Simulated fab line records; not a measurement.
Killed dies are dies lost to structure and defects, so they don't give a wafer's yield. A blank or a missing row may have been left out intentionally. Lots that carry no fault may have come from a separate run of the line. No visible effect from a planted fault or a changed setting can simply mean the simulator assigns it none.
Which tool was responsible? / flow rit-cmos / 14 lots, 42 wafers sampled, at 2 steps of a route of 202

== WHAT EACH GAUGE READ, for each wafer ==
RIT_SDANNEAL_RS_MEAS_04: the measuring method here is four-point-probe.
lot=L712; measured=day 3 03:23; on=film-metro-03; PSD_RS (ohm/sq)=115.80 115.71 115.95
lot=L713; measured=day 3 09:22; on=film-metro-03; PSD_RS (ohm/sq)=115.81 115.60 115.23
lot=L714; measured=day 3 13:17; on=film-metro-02; PSD_RS (ohm/sq)=116.29 116.25 116.16
lot=L715; measured=day 3 19:11; on=film-metro-03; PSD_RS (ohm/sq)=115.81 115.60 115.48
lot=L716; measured=day 4 04:48; on=film-metro-02; PSD_RS (ohm/sq)=115.56 115.70 115.73
lot=L717; measured=day 4 06:32; on=film-metro-03; PSD_RS (ohm/sq)=115.90 115.85 116.25
lot=L719; measured=day 4 15:05; on=film-metro-02; PSD_RS (ohm/sq)=115.87 116.04 116.05
lot=L721; measured=day 5 03:43; on=film-metro-02; PSD_RS (ohm/sq)=115.96 115.89 115.89
lot=L729; measured=day 7 05:51; on=film-metro-01; PSD_RS (ohm/sq)=120.72 120.40 120.44 120.47 120.73 120.76
lot=L731; measured=day 7 07:29; on=film-metro-03; PSD_RS (ohm/sq)=120.17 119.96 120.16 119.83 120.09 120.04
lot=L732; measured=day 7 12:29; on=film-metro-03; PSD_RS (ohm/sq)=115.51 115.98 116.10
lot=L733; measured=day 7 21:07; on=film-metro-03; PSD_RS (ohm/sq)=115.84 115.97 116.28
lot=L734; measured=day 8 02:50; on=film-metro-01; PSD_RS (ohm/sq)=116.26 115.97 116.03
lot=L735; measured=day 8 05:05; on=film-metro-02; PSD_RS (ohm/sq)=116.20 116.05 115.81

== TOOL THAT RAN EACH LOT (tool first, then ch and the chambers of the sampled wafers, then the start) ==
lot=L712; RIT_PSD_IMPLANT_08=implanter-01 ch 0, day 3 02:34
lot=L713; RIT_PSD_IMPLANT_08=implanter-01 ch 0, day 3 08:34
lot=L714; RIT_PSD_IMPLANT_08=implanter-04 ch 0, day 3 12:28
lot=L715; RIT_PSD_IMPLANT_08=implanter-03 ch 0, day 3 18:22
lot=L716; RIT_PSD_IMPLANT_08=implanter-01 ch 0, day 4 03:56
lot=L717; RIT_PSD_IMPLANT_08=implanter-03 ch 0, day 4 05:44
lot=L719; RIT_PSD_IMPLANT_08=implanter-01 ch 0, day 4 14:16
lot=L721; RIT_PSD_IMPLANT_08=implanter-01 ch 0, day 5 02:54
lot=L729; RIT_PSD_IMPLANT_08=implanter-04 ch 0, day 7 05:02
lot=L731; RIT_PSD_IMPLANT_08=implanter-04 ch 0, day 7 06:39
lot=L732; RIT_PSD_IMPLANT_08=implanter-03 ch 0, day 7 11:39
lot=L733; RIT_PSD_IMPLANT_08=implanter-03 ch 0, day 7 20:20
lot=L734; RIT_PSD_IMPLANT_08=implanter-03 ch 0, day 8 02:01
lot=L735; RIT_PSD_IMPLANT_08=implanter-03 ch 0, day 8 04:17
- RIT_PSD_IMPLANT_08

== AS READ BY THE TOOLS THEMSELVES (means over the sampled wafers that have a number; for cases with no such wafer, the mark the record gives instead) ==
RIT_PSD_IMPLANT_08.
lot=L712 tool=implanter-01 beam-energy-keV=27.018
lot=L713 tool=implanter-01 beam-energy-keV=26.995
lot=L714 tool=implanter-04 beam-energy-keV=27.001
lot=L715 tool=implanter-03 beam-energy-keV=27.000
lot=L716 tool=implanter-01 beam-energy-keV=26.990
lot=L717 tool=implanter-03 beam-energy-keV=27.002
lot=L719 tool=implanter-01 beam-energy-keV=26.995
lot=L721 tool=implanter-01 beam-energy-keV=26.997
lot=L729 tool=implanter-04 beam-energy-keV=25.113
lot=L731 tool=implanter-04 beam-energy-keV=25.108
lot=L732 tool=implanter-03 beam-energy-keV=27.013
lot=L733 tool=implanter-03 beam-energy-keV=27.005
lot=L734 tool=implanter-03 beam-energy-keV=26.992
lot=L735 tool=implanter-03 beam-energy-keV=27.000

== THE ANSWER, worked out from the rows above alone ==
Rule: what is usual is taken from the lots themselves. The widest of any qualifying gaps counts: lots, ordered by their means at a reading, are off when they make up no more than a third of the lots, leave a main group of 4 or more, and stand apart from it by 3 or more times the standard deviation of that group's means. If all means in a main group match to the digits the tables above print for the reading, that group is not used. A lot without any number at a reading at which 4 lots or more have one is off too. The other lots that the step has rows for count as sound. The gauges are gone through in route order, then the tools' own readings, and for those a lot's mean is taken as printed above. At the first step where some lot is off, the reading lying furthest off is the one used; lots without a number count as furthest.
Off: L729, L731, seen at RIT_SDANNEAL_RS_MEAS_04 (PSD_RS). The main group: mean 115.90 ohm/sq, standard deviation 0.2.
If a tool, at a process step before that reading, ran all the lots that are off and no sound lot after the first of them, it fits. The gauges at RIT_SDANNEAL_RS_MEAS_04 aren't tried: what is off there is off at RIT_PSD_IMPLANT_08 too, on other tools, and a gauge's error can't cause that. One candidate fits, namely implanter-04 at RIT_PSD_IMPLANT_08. Its last sound lot is L714 (day 3 12:28), its first lot that is off L729 (day 7 05:02): a fault that began between those two fits.
On the lots that are off, the tool's own readings at RIT_PSD_IMPLANT_08 differ by more than 5 times the standard deviation of the sound lots' means, which bears it out; beam-energy-keV reads 25.111 there versus 27.001 on the sound lots.

== WHAT HAD BEEN PUT IN BY THE SIMULATOR ==
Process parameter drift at RIT_PSD_IMPLANT_08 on implanter-04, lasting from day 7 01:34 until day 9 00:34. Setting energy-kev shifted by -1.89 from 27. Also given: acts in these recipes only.
Lots struck among those shown: L729, L731. The rule above found the same.
